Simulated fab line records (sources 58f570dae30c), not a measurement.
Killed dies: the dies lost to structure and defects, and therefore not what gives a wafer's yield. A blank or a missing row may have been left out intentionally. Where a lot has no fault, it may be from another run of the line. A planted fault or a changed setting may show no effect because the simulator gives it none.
fab line records	flow berkeleyCmos170
[record] lots = 14	wafers = 42	lastDay = 12
route steps=331 shown M1@238
lots untouched by any fault: they come from a run of this same line in which no faults occurred
startH: start of the lot's first displayed wafer, in hours after the record's first day	waitH: hours elapsed since this lot's preceding step	" as in the row above	L1.1+2: one row covering several wafers at once	- no value, or no start given	* or withheld: withheld	< > ~ a bound
route shown NAME@n: names a module that has steps shown in the file, with the first one's number in the route	usual: mean/standard deviation of fault-free wafers	same: alike in all rows	chamber/n: place in a boat	sites: readings site by site	_std_site: how widely they spread, as a standard deviation	_edge_site: outer sites' mean less inner sites'	radiusMm: how far each site lies from the wafer's centre	mask NAME#n: copy n	behind: the tool/chamber that last shaped the wafer	hold: reason for holding the lot/hours on hold/outcome of the hold	device: whichever transistor did not switch (one of n, p or np)	end of line: at the end of the route, the tests of the same wafers	a step without rows: its recipe alone	killed: not the wafer's yield, but the dies lost to structure and defects at the first sort	map: a wafer's dies, x killed, . not, _ none there
set.NAME: setting as actually run; set.NAME@STEP: the setting as run at that earlier step	model.NAME: the simulator's own value behind a step, which no gauge read
route steps across a sampled set of lots; one table per step, one row per wafer
services: a tool's chamber out of use, with start hour (startH, from the record's first day; less than 0 if before it), hours out, and reason
[[steps]]
[step UCB170_M1_SPUTTER_00]
[recipe] material = Al	targetThkNm = 600	timeS = 80	powerW = 6000	chamberPressurePa = 0.5
[usual] cathodeDcPowerW = 5999.9/1.1	throttleValvePct = 30.1/0.93
[same] timeS = 80
lot.wafer	tool	chamber	startH	waitH	cathodeDcPowerW	throttleValvePct
L889.1	pvdSputter-02	-	137.33	0.0	5997.9	28.8
L889.2	"	-	"	"	6000.3	29.5
L889.4	"	-	"	"	6000.3	29.1
L888.1	pvdSputter-03	-	137.57	0.0	5999.0	30.6
L888.2	"	-	"	"	6000.7	29.9
L888.5	"	-	"	"	5999.0	30.3
L890.1	pvdSputter-01	-	137.71	0.0	6001.9	30.7
L890.3	"	-	"	"	5999.1	30.3
L890.6	"	-	"	"	6000.4	29.2
L892.1	pvdSputter-01	-	158.35	0.0	6000.4	30.7
L892.2	"	-	"	"	6000.7	32.2
L892.3	"	-	"	"	5998.7	30.0
L891.2	pvdSputter-02	-	160.86	0.0	6001.0	28.9
L891.4	"	-	"	"	5999.9	30.7
L891.6	"	-	"	"	5999.7	30.8
L898.3	pvdSputter-02	-	190.64	0.0	6000.9	29.6
L898.4	"	-	"	"	6001.0	29.0
L898.5	"	-	"	"	5999.9	29.3
L900.1	pvdSputter-02	-	191.01	0.0	6002.1	29.4
L900.4	"	-	"	"	6001.3	28.7
L900.5	"	-	"	"	5999.2	30.7
L899.2	pvdSputter-01	-	191.13	0.0	7282.6	30.1
L899.3	"	-	"	"	7283.0	29.4
L899.6	"	-	"	"	7282.8	30.1
L903.4	pvdSputter-02	-	213.66	0.0	5999.2	29.4
L903.5	"	-	"	"	5998.9	29.3
L903.6	"	-	"	"	5998.9	31.0
L901.3	pvdSputter-01	-	215.65	0.0	7282.2	30.3
L901.4	"	-	"	"	7284.1	29.3
L901.5	"	-	"	"	7284.7	30.4
L902.2	pvdSputter-02	-	215.87	0.0	5999.4	29.4
L902.5	"	-	"	"	6000.5	29.6
L902.6	"	-	"	"	6001.3	28.9
L906.4	pvdSputter-02	-	238.01	0.0	5998.2	29.0
L906.5	"	-	"	"	6000.8	28.7
L906.6	"	-	"	"	5999.3	30.8
L910.4	pvdSputter-02	-	254.95	0.0	5999.4	30.7
L910.5	"	-	"	"	6000.5	29.5
L910.6	"	-	"	"	5999.4	30.6
L911.1	pvdSputter-03	-	256.27	0.0	6002.3	30.1
L911.4	"	-	"	"	6000.4	30.0
L911.5	"	-	"	"	6000.6	30.2
[step UCB170_M1_RS_MEAS_01]
[recipe] thkMeasGauge = four-point-probe	reads = Al_of_M1_SPUTTER_00
[usual] M1_AL_RS = 0.0485/0.0004
lot.wafer	tool	chamber	startH	waitH	M1_AL_RS[ohm/sq]
L889.1	filmMetro-01	-	137.39	0.0	0.0488
L889.2	"	-	"	"	0.0491
L889.4	"	-	"	"	0.0490
L888.1	filmMetro-02	-	137.63	0.0	0.0485
L888.2	"	-	"	"	0.0486
L888.5	"	-	"	"	0.0482
L890.1	filmMetro-03	-	137.77	0.0	0.0480
L890.3	"	-	"	"	0.0481
L890.6	"	-	"	"	0.0488
L892.1	filmMetro-02	-	158.41	0.0	0.0483
L892.2	"	-	"	"	0.0486
L892.3	"	-	"	"	0.0477
L891.2	filmMetro-03	-	160.94	0.1	0.0488
L891.4	"	-	"	"	0.0490
L891.6	"	-	"	"	0.0486
L898.3	filmMetro-02	-	190.74	0.1	0.0490
L898.4	"	-	"	"	0.0488
L898.5	"	-	"	"	0.0485
L900.1	filmMetro-03	-	191.07	0.0	0.0485
L900.4	"	-	"	"	0.0480
L900.5	"	-	"	"	0.0480
L899.2	filmMetro-01	-	191.21	0.1	0.0397
L899.3	"	-	"	"	0.0399
L899.6	"	-	"	"	0.0396
L903.4	filmMetro-02	-	213.78	0.1	0.0480
L903.5	"	-	"	"	0.0487
L903.6	"	-	"	"	0.0484
L901.3	filmMetro-02	-	215.75	0.1	0.0393
L901.4	"	-	"	"	0.0399
L901.5	"	-	"	"	0.0395
L902.2	filmMetro-01	-	215.95	0.1	0.0483
L902.5	"	-	"	"	0.0485
L902.6	"	-	"	"	0.0486
L906.4	filmMetro-02	-	238.13	0.1	0.0489
L906.5	"	-	"	"	0.0484
L906.6	"	-	"	"	0.0488
L910.4	filmMetro-01	-	255.07	0.1	0.0488
L910.5	"	-	"	"	0.0488
L910.6	"	-	"	"	0.0486
L911.1	filmMetro-02	-	256.33	0.0	0.0490
L911.4	"	-	"	"	0.0481
L911.5	"	-	"	"	0.0487
[step UCB170_M1_THK_MEAS_02]
[recipe] thkMeasGauge = xrf	reads = Al_of_M1_SPUTTER_00
[usual] M1_AL_THK = 599/7.4
lot.wafer	tool	chamber	startH	waitH	M1_AL_THK[nm]
L889.1	filmMetro-01	-	137.51	0.1	591
L889.2	"	-	"	"	590
L889.4	"	-	"	"	592
L888.1	filmMetro-02	-	137.75	0.1	600
L888.2	"	-	"	"	602
L888.5	"	-	"	"	603
L890.1	filmMetro-03	-	137.89	0.1	608
L890.3	"	-	"	"	607
L890.6	"	-	"	"	599
L892.1	filmMetro-02	-	158.53	0.1	608
L892.2	"	-	"	"	607
L892.3	"	-	"	"	616
L891.2	filmMetro-03	-	161.05	0.1	592
L891.4	"	-	"	"	592
L891.6	"	-	"	"	593
L898.3	filmMetro-02	-	190.84	0.1	597
L898.4	"	-	"	"	603
L898.5	"	-	"	"	606
L900.1	filmMetro-03	-	191.19	0.1	598
L900.4	"	-	"	"	606
L900.5	"	-	"	"	604
L899.2	filmMetro-01	-	191.32	0.1	722
L899.3	"	-	"	"	719
L899.6	"	-	"	"	724
L903.4	filmMetro-02	-	213.87	0.1	609
L903.5	"	-	"	"	605
L903.6	"	-	"	"	608
L901.3	filmMetro-02	-	215.85	0.1	744
L901.4	"	-	"	"	734
L901.5	"	-	"	"	740
L902.2	filmMetro-01	-	216.06	0.1	598
L902.5	"	-	"	"	594
L902.6	"	-	"	"	590
L906.4	filmMetro-02	-	238.22	0.1	596
L906.5	"	-	"	"	601
L906.6	"	-	"	"	597
L910.4	filmMetro-01	-	255.16	0.1	589
L910.5	"	-	"	"	590
L910.6	"	-	"	"	594
L911.1	filmMetro-02	-	256.45	0.1	602
L911.4	"	-	"	"	608
L911.5	"	-	"	"	601
[step UCB170_M1_METAL_ETCH_12]
[recipe] chemistry = Cl2/BCl3	target = Al	stopOn = PSG	pressureMtorr = 12	targetDepthA = 7800	overEtchFrac = 0.3	timeS = 130	icpW = 600	biasW = 120	Cl2_flow_sccm = 90	bcl3FlowSccm = 45
[usual] drypumpMotorCurrentA = 5.6/0.6	oesProductAu = 0.860/0.012	throttleValvePct = 24.45/0.28
[same] timeS = 130
lot.wafer	tool	chamber	startH	waitH	drypumpMotorCurrentA	oesProductAu	rfHoursCounterH	throttleValvePct
L889.1	rieMetal-01	0	138.95	-	6.5	0.863	4	24.66
L889.2	"	1	"	"	5.5	0.863	7	24.51
L889.4	"	1	"	"	5.6	0.855	-	24.53
L888.1	rieMetal-03	1	139.12	-	5.2	0.849	39	24.88
L888.2	"	0	"	"	4.9	0.872	6	24.07
L888.5	"	1	"	"	5.2	0.849	-	24.87
L890.1	rieMetal-02	1	139.46	-	5.4	0.871	1	24.32
L890.3	"	0	"	"	6.3	0.851	-	24.26
L890.6	"	1	"	"	5.4	0.871	-	24.34
L892.1	rieMetal-01	1	159.76	-	5.6	0.865	8	24.52
L892.2	"	0	"	"	6.5	0.863	4	24.64
L892.3	"	0	"	"	6.5	0.868	-	24.67
L891.2	rieMetal-02	1	162.20	-	5.3	0.863	1	24.35
L891.4	"	1	"	"	5.4	0.861	-	24.33
L891.6	"	1	"	"	5.4	0.865	-	24.35
L898.3	rieMetal-03	1	192.30	-	5.2	0.850	-	24.85
L898.4	"	0	"	"	4.9	0.874	-	24.08
L898.5	"	1	"	"	5.2	0.857	-	24.87
L900.1	rieMetal-01	1	193.26	-	5.6	0.866	8	24.52
L900.4	"	1	"	"	5.6	0.876	-	24.50
L900.5	"	1	"	"	5.5	0.867	-	24.51
L899.2	rieMetal-03	1	193.40	-	5.2	0.948	1	24.80
L899.3	"	1	"	"	5.2	0.958	-	24.81
L899.6	"	0	"	"	4.9	0.973	-	24.04
L903.4	rieMetal-03	1	215.92	-	5.2	0.851	-	24.86
L903.5	"	1	"	"	5.2	0.853	-	24.87
L903.6	"	0	"	"	4.9	0.870	-	24.09
L901.3	rieMetal-01	1	217.37	-	5.6	0.971	-	24.45
L901.4	"	0	"	"	6.5	0.966	-	24.63
L901.5	"	0	"	"	6.5	0.963	-	24.61
L902.2	rieMetal-03	1	217.57	-	5.2	0.849	1	24.87
L902.5	"	0	"	"	4.9	0.874	-	24.09
L902.6	"	1	"	"	5.2	0.837	-	24.87
L906.4	rieMetal-02	1	239.34	-	5.4	0.868	-	24.35
L906.5	"	1	"	"	5.4	0.872	-	24.33
L906.6	"	0	"	"	6.3	0.840	-	24.27
L910.4	rieMetal-01	0	256.55	-	6.5	0.859	-	24.66
L910.5	"	0	"	"	6.5	0.857	-	24.67
L910.6	"	1	"	"	5.6	0.871	-	24.51
L911.1	rieMetal-03	1	257.91	-	5.2	0.848	2	24.87
L911.4	"	1	"	"	5.2	0.851	-	24.87
L911.5	"	1	"	"	5.2	0.849	-	24.86
[[services]]
tool	chamber	startH	hours	kind
pvdSputter-03	-	134.35	2.1	repair
rieMetal-01	-	142.60	0.8	repair
rieMetal-03	1	144.37	-	clean
rieMetal-03	1	144.37	23.1	scheduledDown
rieMetal-03	1	144.37	23.1	ventCycle
pvdSputter-03	-	178.18	2.3	repair
pvdSputter-03	-	189.27	2.0	repair
pvdSputter-01	-	198.76	0.7	repair
rieMetal-02	1	227.96	5.0	repair
rieMetal-03	-	238.09	14.6	pm
pvdSputter-03	-	238.35	3.6	repair
[[key]]
[firstSign] step = UCB170_M1_SPUTTER_00	reading = cathodeDcPowerW	direction = up	sigmas = 99+	usual = 5999.9	struck = 7283.2
[effect] step = UCB170_M1_RS_MEAS_01	reading = M1_AL_RS	direction = down	sigmas = 22	usual = 0.0485	struck = 0.0397
[effect] step = UCB170_M1_THK_MEAS_02	reading = M1_AL_THK	direction = up	sigmas = 18	usual = 599	struck = 731
[effect] step = UCB170_M1_METAL_ETCH_12	reading = oesProductAu	direction = up	sigmas = 8.8	usual = 0.860	struck = 0.963
metAt UCB170_M1_SPUTTER_00
struckLots L899,L901
sortLeftOut L899.2,L899.3,L899.6
onsetBetween 158.35 191.13
[fault] kind = processParameterDrift	tool = pvdSputter-01	chamber = -	onsetH = 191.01	steps = UCB170_M1_SPUTTER_00	channel = powerW	offset = 1283.8	shape = step	endH = 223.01	actsIn = theseRecipesOnly	stated = 6000
// sortLeftOut: the simulated sort isn't trusted on such a fault, so these wafers' sort isn't shown, and their yield isn't known
